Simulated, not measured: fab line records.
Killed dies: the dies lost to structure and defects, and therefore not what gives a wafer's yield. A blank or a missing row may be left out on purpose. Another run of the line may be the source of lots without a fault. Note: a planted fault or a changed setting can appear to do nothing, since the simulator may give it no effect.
Matching of chambers -- flow berkeley-cmos170 -- cmp-01 running UCB170_V2_CMP_02: 4 sister chambers
The step polishes SiO2. 4 wafers are shown with their chamber, then 11 later ones without.

== WAFERS, EACH WITH ITS CHAMBER ==
wafer,chamber,motor-current-A (A)
L085.5,0,15.0
L088.2,2,16.5
L088.6,1,15.6
L089.3,3,15.5

== WAFERS WITH NO CHAMBER GIVEN ==
wafer,motor-current-A (A)
L089.5,15.3
L089.6,15.9
L090.1,15.7
L090.2,14.6
L090.6,16.4
L093.2,15.9
L093.4,15.4
L093.6,16.0
L095.2,15.9
L095.5,16.1
L095.6,15.7

== CHAMBER TAKEN BY EACH ==
wafer,from the rows above,in truth
L089.5,can't be placed: 3 or 1 or 0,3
L089.6,can't be placed: 1 or 3 or 2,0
L090.1,can't be placed: 1 or 3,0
L090.2,can't be placed: 0 or 3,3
L090.6,2,2
L093.2,can't be placed: 1 or 3 or 2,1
L093.4,can't be placed: 3 or 1 or 0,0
L093.6,can't be placed: 1 or 2 or 3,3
L095.2,can't be placed: 1 or 3 or 2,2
L095.5,can't be placed: 2 or 1 or 3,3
L095.6,can't be placed: 1 or 3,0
1 of 11 placed correctly. Unplaceable from these rows: 10, with the true chamber sitting among the candidates in 7. 0 placed wrongly.
How it was worked out, from the rows above alone: a wafer's distance from a chamber is the root of the sum, over the readings, of the square of ((its reading less the chamber's mean) divided by the reading's scatter). If the next closest chamber is less than 2 further off than the closest, the wafer can't be placed; otherwise it belongs to the closest. A chamber's mean is the mean of its shown wafers. The scatter (one wafer shown for each chamber): square how far every hidden wafer sits from the nearest shown wafer, average those squares and take the square root.
